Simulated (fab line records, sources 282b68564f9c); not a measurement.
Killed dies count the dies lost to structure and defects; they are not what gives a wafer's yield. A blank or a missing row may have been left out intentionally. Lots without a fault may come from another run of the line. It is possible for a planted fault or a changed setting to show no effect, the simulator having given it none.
Struck lot and sound lot, side by side | flow ritCmos | 30 out of 202 route steps
Sound: the wafers L709.2, L709.5, L709.6. Struck: wafers L712.3, L712.6. (L712.2 of the same lot was not struck and is left out.) The cause comes at the end.
Per side, at each step with rows, come the tool, then ch with its chambers, and then its first start. Under that, the readings that differ: sound wafers | struck wafers | difference of the means | sigmas: that difference in standard deviations of wafers without a fault.
alike: a reading whose means differ by less than 2 such deviations, as well as words and numbers matching on both sides. not compared: withheld readings; readings where some wafer has no value; bounds like >300 that might hide an equal value; numbers whose values overlap and for which the record gives no deviation.
A row with sigmas, a row that says differs or no value, or rows on one side alone: a step with any of these is where the two part. Numbers that don't overlap but have no deviation are shown without sigmas and don't part them. A reading missing from all wafers of one side parts the sides only when that side holds two or more wafers.

first, 6 steps without rows for these wafers: RIT_SDANNEAL_RTA_03 (time 5 s); RIT_SILICIDE_WET_ETCH_00 (etches SiO2 in BOE, target depth 14 nm, time 15 s); RIT_SILICIDE_SPUTTER_01 (material Ti, target thk 30 nm, time 240 s); RIT_SILICIDE_RTA_04 (time 10 s, ramp up 5 s, ramp down 5 s); RIT_SILICIDE_WET_ETCH_05 (etches Ti in SPM, time 120 s); RIT_SILICIDE_RTA_06 (time 10 s, ramp up 5 s, ramp down 10 s).
RIT_CONTACT_CVD_00: deposits SiO2 from TEOS, target thk 400 nm, time 61 s.
  sound on pecvd-02 ch 1,2, day 5 10:34; struck on pecvd-02 ch 1, day 5 22:52
reading                                 | sound             | struck      | difference | sigmas
model.SiO2_of_CONTACT_CVD_00.thkNm (nm) | 391.2 396.8 396.8 | 271.9 273.8 | -122.1     | 
  alike: heaterPowerW, rfFwdPowerW
RIT_CONTACT_THK_MEAS_01:
  struck on filmMetro-01, day 5 22:55; sound on filmMetro-01, day 5 10:37
reading               | sound       | struck  | difference | sigmas
CONTACT_TEOS_THK (nm) | 392 397 397 | 272 274 | -122       | -26
then, 7 steps without rows for these wafers: RIT_CONTACT_HMDS_02 (prime time 60 s); RIT_CONTACT_COAT_03 (resist thk 1000 nm); RIT_CONTACT_SOFTBAKE_04 (time 60 s); RIT_CONTACT_EXPOSE_05 (exposes mask M11, target cd 1000 nm); RIT_CONTACT_PEB_06; RIT_CONTACT_DEVELOP_07 (develop time 120 s); RIT_CONTACT_HARDBAKE_10 (time 60 s).
RIT_CONTACT_ETCH_11: etches SiO2 in CHF3/CF4/Ar, stops on TiSi2, target depth 480 nm, time 320 s.
  sound on rieDiel-03 ch 2,3, day 5 12:04; struck on rieDiel-03 ch 1,3, day 6 00:22
reading                           | sound             | struck      | difference | sigmas
model.CONTACT.featureDepthNm (nm) | 391.2 396.8 396.8 | 271.9 273.8 | -122.1     | 
model.etch.depthNm (nm)           | 391.2 396.8 396.8 | 271.9 273.8 | -122.1     | 
  alike: CHF3_flow_sccm, chamberPressureMTorr, drypumpMotorCurrentA, oesProductAu, rfFwdPowerW, throttleValvePct
  not compared: rfHoursCounterH
then, 11 steps without rows for these wafers: RIT_CONTACT_STRIP_12 (strips in O2, time 180 s); RIT_CONTACT_CLEAN_13 (cleans in SC1, time 600 s); RIT_CONTACT_CLEAN_14 (cleans in SC2, time 600 s); RIT_M1_SPUTTER_00 (material Al, target thk 400 nm, time 500 s); RIT_M1_HMDS_03 (prime time 60 s); RIT_M1_COAT_04 (resist thk 1300 nm); RIT_M1_SOFTBAKE_05 (time 60 s); RIT_M1_EXPOSE_06 (exposes mask M12, target cd 2600 nm); RIT_M1_PEB_07; RIT_M1_DEVELOP_08 (develop time 68 s); RIT_M1_HARDBAKE_11 (time 120 s).
RIT_M1_METAL_ETCH_12: etches Al in Cl2/BCl3, stops on SiO2, time 165 s, target depth 600 nm.
  sound on rieMetal-03 ch 0,1, day 5 14:47; struck on rieMetal-03 ch 1, day 6 02:58
reading                                 | sound           | struck      | difference | sigmas
model.SiO2_of_CONTACT_CVD_00.thkNm (nm) | 355.8 361.1 359 | 236.6 238.4 | -121.1     | 
  alike: chamberPressureMTorr, drypumpMotorCurrentA, oesProductAu, rfFwdPowerW, throttleValvePct
  not compared: rfHoursCounterH
then, 1 step without rows for these wafers: RIT_M1_STRIP_13 (strips in nmp, time 600 s).
RIT_M1_PROBE_99:
  struck on prober-01, day 6 05:20; sound on prober-02, day 5 17:07
reading                                             | sound                      | struck            | difference | sigmas
model.etest.fieldPMetal.vtV (V)                     | -28.22 -28.47 -28.51       | -22.05 -22.46     | +6.14      | 
model.etest.nmos_0p15.junctionLog10AUm              | -13.41 -13.64 -13.63       | -12.37 -12.36     | +1.20      | 
model.etest.nmosNarrow.offLog10AUm                  | -13.22 -13.23 -13.34       | -12.32 -12.32     | +0.94      | 
model.etest.nmos_0p3.offLog10AUm                    | -13.13 -13.09 -13.24       | -12.28 -12.31     | +0.86      | 
model.etest.gateEndArray.leakLog10AUm               | -13.01 -12.9 -13.05        | -12.09 -12.17     | +0.86      | 
model.etest.pmos_0p15.junctionLog10AUm              | -13.84 -13.9 -13.75        | -13.27 -13.28     | +0.56      | 
model.etest.contactDiodeArray.leakLog10A (angstrom) | -9.509 -9.373 -9.42        | -8.949 -8.953     | +0.483     | 
model.etest.antennaContact.vtShiftV (V)             | -0.01245 -0.01741 -0.01213 | -0.02512 -0.02671 | -0.01192   | 
  alike: killedAtContacts, killedAtFrontEnd, killedDies, killedOpen, killedShort

## WHERE THEY PART
At RIT_CONTACT_THK_MEAS_01 and nowhere else, as far as this record goes. Later steps at which nothing parts them and some readings are alike: RIT_CONTACT_ETCH_11, RIT_M1_METAL_ETCH_12, RIT_M1_PROBE_99.

WHY: the cause the simulator had injected
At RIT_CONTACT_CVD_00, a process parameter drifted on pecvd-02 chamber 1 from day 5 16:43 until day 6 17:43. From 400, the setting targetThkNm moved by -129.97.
